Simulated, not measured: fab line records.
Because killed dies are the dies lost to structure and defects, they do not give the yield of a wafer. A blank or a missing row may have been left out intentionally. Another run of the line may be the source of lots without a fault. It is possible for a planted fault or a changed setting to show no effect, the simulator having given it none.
Which tool was responsible? || flow berkeleyCmos170 || 45 wafers from 15 lots sampled at 4 of the route's 331 steps

WHAT THE GAUGES READ, wafer by wafer
UCB170_PVT_OVL_MEAS_06. Usual: PVT_OVL 0 nm, standard deviation 5.9.
{"lot": "L545", "measured": "day 6 11:10", "on": "overlay-01", "PVT_OVL (nm)": "-11 -8 -8", "flag": ""}
{"lot": "L547", "measured": "day 6 21:49", "on": "overlay-01", "PVT_OVL (nm)": "-7 6 -6", "flag": ""}
{"lot": "L549", "measured": "day 7 08:59", "on": "overlay-02", "PVT_OVL (nm)": "2 0 7", "flag": ""}
{"lot": "L548", "measured": "day 7 09:14", "on": "overlay-01", "PVT_OVL (nm)": "-6 -7 2", "flag": ""}
{"lot": "L550", "measured": "day 7 09:30", "on": "overlay-02", "PVT_OVL (nm)": "6 4 5", "flag": ""}
{"lot": "L552", "measured": "day 7 20:22", "on": "overlay-02", "PVT_OVL (nm)": "9 8 4", "flag": ""}
{"lot": "L553", "measured": "day 8 08:59", "on": "overlay-02", "PVT_OVL (nm)": "0 4 4", "flag": ""}
{"lot": "L554", "measured": "day 8 20:31", "on": "overlay-02", "PVT_OVL (nm)": "0 4 -2", "flag": ""}
{"lot": "L556", "measured": "day 8 20:24", "on": "overlay-01", "PVT_OVL (nm)": "0 11 -2", "flag": ""}
{"lot": "L557", "measured": "day 9 06:24", "on": "overlay-02", "PVT_OVL (nm)": "-7 -3 10", "flag": ""}
{"lot": "L559", "measured": "day 9 05:58", "on": "overlay-02", "PVT_OVL (nm)": "-5 -8 -8", "flag": ""}
{"lot": "L560", "measured": "day 10 00:05", "on": "overlay-02", "PVT_OVL (nm)": "-9 -13 -9", "flag": ""}
{"lot": "L558", "measured": "day 9 23:48", "on": "overlay-02", "PVT_OVL (nm)": "-7 5 -3", "flag": ""}
{"lot": "L567", "measured": "day 10 17:40", "on": "overlay-01", "PVT_OVL (nm)": "-6 -11 -6", "flag": ""}
{"lot": "L568", "measured": "day 11 10:16", "on": "overlay-01", "PVT_OVL (nm)": "5 5 11", "flag": ""}

UCB170_V2_BOW_MEAS_03. Usual: V2_BOW 36 um, standard deviation 6.2.
{"lot": "L545", "measured": "day 8 11:20", "on": "filmMetro-03", "V2_BOW (um)": "32 33 27", "flag": ""}
{"lot": "L547", "measured": "day 8 20:08", "on": "filmMetro-03", "V2_BOW (um)": "42 28 39", "flag": ""}
{"lot": "L549", "measured": "day 9 13:34", "on": "filmMetro-03", "V2_BOW (um)": "42 41 32", "flag": ""}
{"lot": "L548", "measured": "day 9 14:48", "on": "filmMetro-01", "V2_BOW (um)": "34 38 41", "flag": ""}
{"lot": "L550", "measured": "day 9 13:47", "on": "filmMetro-04", "V2_BOW (um)": "38 22 40", "flag": ""}
{"lot": "L552", "measured": "day 9 23:12", "on": "filmMetro-03", "V2_BOW (um)": "27 38 41", "flag": ""}
{"lot": "L553", "measured": "day 10 12:14", "on": "filmMetro-03", "V2_BOW (um)": "39 31 33", "flag": ""}
{"lot": "L554", "measured": "day 11 01:18", "on": "filmMetro-04", "V2_BOW (um)": "34 32 38", "flag": ""}
{"lot": "L556", "measured": "day 11 02:22", "on": "filmMetro-04", "V2_BOW (um)": "38 35 41", "flag": ""}
{"lot": "L559", "measured": "day 11 10:43", "on": "filmMetro-04", "V2_BOW (um)": "29 36 50", "flag": ""}
{"lot": "L567", "measured": "day 12 17:42", "on": "filmMetro-03", "V2_BOW (um)": "35 41 31", "flag": ""}
{"lot": "L568", "measured": "day 13 17:05", "on": "filmMetro-03", "V2_BOW (um)": "35 35 36", "flag": ""}

EACH LOT AND THE TOOL THAT RAN IT (in order: tool; ch and the chambers of the sampled wafers; start)
{"lot": "L545", "UCB170_PWELL_STRIP_16": "plasmaAsher-03 ch 1, day 3 04:23", "UCB170_M1_PEB_07": "lithoTrack-04 ch 0, day 8 03:32"}
{"lot": "L547", "UCB170_PWELL_STRIP_16": "plasmaAsher-04 ch 0,1, day 3 17:42", "UCB170_M1_PEB_07": "lithoTrack-04 ch 0, day 8 12:26"}
{"lot": "L549", "UCB170_PWELL_STRIP_16": "plasmaAsher-03 ch 0,1, day 4 01:30", "UCB170_M1_PEB_07": "lithoTrack-01 ch 0, day 9 03:41"}
{"lot": "L548", "UCB170_PWELL_STRIP_16": "plasmaAsher-01 ch 0,1, day 4 01:49", "UCB170_M1_PEB_07": "lithoTrack-02 ch 0, day 9 05:51"}
{"lot": "L550", "UCB170_PWELL_STRIP_16": "plasmaAsher-01 ch 0,1, day 4 07:17", "UCB170_M1_PEB_07": "lithoTrack-02 ch 0, day 9 04:52"}
{"lot": "L552", "UCB170_PWELL_STRIP_16": "plasmaAsher-01 ch 0,1, day 4 15:13", "UCB170_M1_PEB_07": "lithoTrack-04 ch 0, day 9 10:40"}
{"lot": "L553", "UCB170_PWELL_STRIP_16": "plasmaAsher-03 ch 0,1, day 5 03:13", "UCB170_M1_PEB_07": "lithoTrack-04 ch 0, day 10 04:26"}
{"lot": "L554", "UCB170_PWELL_STRIP_16": "plasmaAsher-04 ch 0,1, day 5 11:40", "UCB170_M1_PEB_07": "lithoTrack-04 ch 0, day 10 15:42"}
{"lot": "L556", "UCB170_PWELL_STRIP_16": "plasmaAsher-03 ch 0,1, day 5 20:09", "UCB170_M1_PEB_07": "lithoTrack-01 ch 0, day 10 17:13"}
{"lot": "L557", "UCB170_PWELL_STRIP_16": "plasmaAsher-04 ch 0,1, day 5 20:25", "UCB170_M1_PEB_07": "lithoTrack-01, day 11 02:15"}
{"lot": "L559", "UCB170_PWELL_STRIP_16": "plasmaAsher-03 ch 0,1, day 6 03:56", "UCB170_M1_PEB_07": "lithoTrack-01 ch 0, day 11 01:32"}
{"lot": "L560", "UCB170_PWELL_STRIP_16": "plasmaAsher-01 ch 0,1, day 6 15:59", "UCB170_M1_PEB_07": "lithoTrack-02, day 11 16:38"}
{"lot": "L558", "UCB170_PWELL_STRIP_16": "plasmaAsher-04 ch 0,1, day 6 16:06", "UCB170_M1_PEB_07": "lithoTrack-04, day 11 15:26"}
{"lot": "L567", "UCB170_PWELL_STRIP_16": "plasmaAsher-04 ch 0,1, day 7 19:37", "UCB170_M1_PEB_07": "lithoTrack-02 ch 0, day 12 08:02"}
{"lot": "L568", "UCB170_PWELL_STRIP_16": "plasmaAsher-04 ch 0,1, day 8 09:08", "UCB170_M1_PEB_07": "lithoTrack-04 ch 0, day 13 05:49"}
- UCB170_PWELL_STRIP_16: strips in O2.
- UCB170_M1_PEB_07

WHAT THE TOOLS THEMSELVES READ (means of the sampled wafers that have a number; where no wafer has one, the mark that the record gives instead)
UCB170_PWELL_STRIP_16. Usual: drypumpMotorCurrentA 5.5 A, standard deviation 0.53; oesProductAu 0.722 a.u., standard deviation 0.0043; stripTimeToEndpointS 18.07 s, standard deviation 0.11.
{"lot": "L545", "tool": "plasmaAsher-03", "drypumpMotorCurrentA (A)": 5.2, "oesProductAu (a.u.)": 0.721, "stripTimeToEndpointS (s)": 17.99, "flag": ""}
{"lot": "L547", "tool": "plasmaAsher-04", "drypumpMotorCurrentA (A)": 5.9, "oesProductAu (a.u.)": 0.721, "stripTimeToEndpointS (s)": 17.94, "flag": ""}
{"lot": "L549", "tool": "plasmaAsher-03", "drypumpMotorCurrentA (A)": 4.9, "oesProductAu (a.u.)": 0.722, "stripTimeToEndpointS (s)": 17.99, "flag": ""}
{"lot": "L548", "tool": "plasmaAsher-01", "drypumpMotorCurrentA (A)": 5.9, "oesProductAu (a.u.)": 0.718, "stripTimeToEndpointS (s)": 18.08, "flag": ""}
{"lot": "L550", "tool": "plasmaAsher-01", "drypumpMotorCurrentA (A)": 6.0, "oesProductAu (a.u.)": 0.720, "stripTimeToEndpointS (s)": 18.08, "flag": ""}
{"lot": "L552", "tool": "plasmaAsher-01", "drypumpMotorCurrentA (A)": 6.0, "oesProductAu (a.u.)": 0.719, "stripTimeToEndpointS (s)": 18.03, "flag": ""}
{"lot": "L553", "tool": "plasmaAsher-03", "drypumpMotorCurrentA (A)": 5.0, "oesProductAu (a.u.)": 0.720, "stripTimeToEndpointS (s)": 17.93, "flag": ""}
{"lot": "L554", "tool": "plasmaAsher-04", "drypumpMotorCurrentA (A)": 5.9, "oesProductAu (a.u.)": 0.722, "stripTimeToEndpointS (s)": 18.10, "flag": ""}
{"lot": "L556", "tool": "plasmaAsher-03", "drypumpMotorCurrentA (A)": 5.1, "oesProductAu (a.u.)": 0.723, "stripTimeToEndpointS (s)": 18.08, "flag": ""}
{"lot": "L557", "tool": "plasmaAsher-04", "drypumpMotorCurrentA (A)": 6.1, "oesProductAu (a.u.)": 0.726, "stripTimeToEndpointS (s)": 18.15, "flag": ""}
{"lot": "L559", "tool": "plasmaAsher-03", "drypumpMotorCurrentA (A)": 4.9, "oesProductAu (a.u.)": 0.720, "stripTimeToEndpointS (s)": 18.11, "flag": ""}
{"lot": "L560", "tool": "plasmaAsher-01", "drypumpMotorCurrentA (A)": 6.0, "oesProductAu (a.u.)": 0.719, "stripTimeToEndpointS (s)": 18.14, "flag": ""}
{"lot": "L558", "tool": "plasmaAsher-04", "drypumpMotorCurrentA (A)": 5.9, "oesProductAu (a.u.)": 0.719, "stripTimeToEndpointS (s)": 18.12, "flag": ""}
{"lot": "L567", "tool": "plasmaAsher-04", "drypumpMotorCurrentA (A)": 5.9, "oesProductAu (a.u.)": 0.723, "stripTimeToEndpointS (s)": 18.17, "flag": ""}
{"lot": "L568", "tool": "plasmaAsher-04", "drypumpMotorCurrentA (A)": 5.9, "oesProductAu (a.u.)": 0.718, "stripTimeToEndpointS (s)": 18.10, "flag": ""}

UCB170_M1_PEB_07. Usual: chillPlateTempC 23.02 C, standard deviation 0.13; exhaustPa 44.8 Pa, standard deviation 0.82; plateTempC 129.97 C, standard deviation 0.15.
{"lot": "L545", "tool": "lithoTrack-04", "chillPlateTempC (C)": 23.07, "exhaustPa (Pa)": 44.3, "plateTempC (C)": 130.06, "flag": ""}
{"lot": "L547", "tool": "lithoTrack-04", "chillPlateTempC (C)": 23.01, "exhaustPa (Pa)": 44.4, "plateTempC (C)": 130.06, "flag": ""}
{"lot": "L549", "tool": "lithoTrack-01", "chillPlateTempC (C)": 22.99, "exhaustPa (Pa)": 43.9, "plateTempC (C)": 130.00, "flag": ""}
{"lot": "L548", "tool": "lithoTrack-02", "chillPlateTempC (C)": 23.16, "exhaustPa (Pa)": 44.4, "plateTempC (C)": 130.16, "flag": ""}
{"lot": "L550", "tool": "lithoTrack-02", "chillPlateTempC (C)": 23.03, "exhaustPa (Pa)": 44.3, "plateTempC (C)": 130.06, "flag": ""}
{"lot": "L552", "tool": "lithoTrack-04", "chillPlateTempC (C)": 23.14, "exhaustPa (Pa)": 45.1, "plateTempC (C)": 129.74, "flag": ""}
{"lot": "L553", "tool": "lithoTrack-04", "chillPlateTempC (C)": 22.90, "exhaustPa (Pa)": 44.9, "plateTempC (C)": 129.87, "flag": ""}
{"lot": "L554", "tool": "lithoTrack-04", "chillPlateTempC (C)": 23.03, "exhaustPa (Pa)": 45.4, "plateTempC (C)": 129.81, "flag": ""}
{"lot": "L556", "tool": "lithoTrack-01", "chillPlateTempC (C)": 22.88, "exhaustPa (Pa)": 45.1, "plateTempC (C)": 129.78, "flag": ""}
{"lot": "L557", "tool": "lithoTrack-01", "chillPlateTempC (C)": "-", "exhaustPa (Pa)": "-", "plateTempC (C)": "-", "flag": "OFF"}
{"lot": "L559", "tool": "lithoTrack-01", "chillPlateTempC (C)": 23.04, "exhaustPa (Pa)": 44.8, "plateTempC (C)": 129.75, "flag": ""}
{"lot": "L560", "tool": "lithoTrack-02", "chillPlateTempC (C)": "-", "exhaustPa (Pa)": "-", "plateTempC (C)": "-", "flag": "OFF"}
{"lot": "L558", "tool": "lithoTrack-04", "chillPlateTempC (C)": "-", "exhaustPa (Pa)": "-", "plateTempC (C)": "-", "flag": "OFF"}
{"lot": "L567", "tool": "lithoTrack-02", "chillPlateTempC (C)": 22.99, "exhaustPa (Pa)": 45.4, "plateTempC (C)": 129.98, "flag": ""}
{"lot": "L568", "tool": "lithoTrack-04", "chillPlateTempC (C)": 23.03, "exhaustPa (Pa)": 45.3, "plateTempC (C)": 129.79, "flag": ""}

THE ANSWER, worked out from the rows above alone
Rule: a lot counts as off when the mean over its wafers that have a number is more than 3 standard deviations away from the usual mean. A lot without any number at a reading at which 4 lots or more have one is off too. Any other lot the step has rows for is counted as sound. After the gauges, taken in route order, come the tools' own readings; for these a lot's mean is taken, as printed above. At the first step where some lot is off, the reading lying furthest off is the one used; lots without a number count as furthest.
Off: L557, L560, L558 (UCB170_M1_PEB_07, chillPlateTempC). Without a number there: L557, L560, L558.
If a tool, at that step or one of the process steps before it, ran each lot that is off and ran no sound lot following the first of them, it fits. No candidate that was tried fits.

WHAT WAS PUT IN BY THE SIMULATOR
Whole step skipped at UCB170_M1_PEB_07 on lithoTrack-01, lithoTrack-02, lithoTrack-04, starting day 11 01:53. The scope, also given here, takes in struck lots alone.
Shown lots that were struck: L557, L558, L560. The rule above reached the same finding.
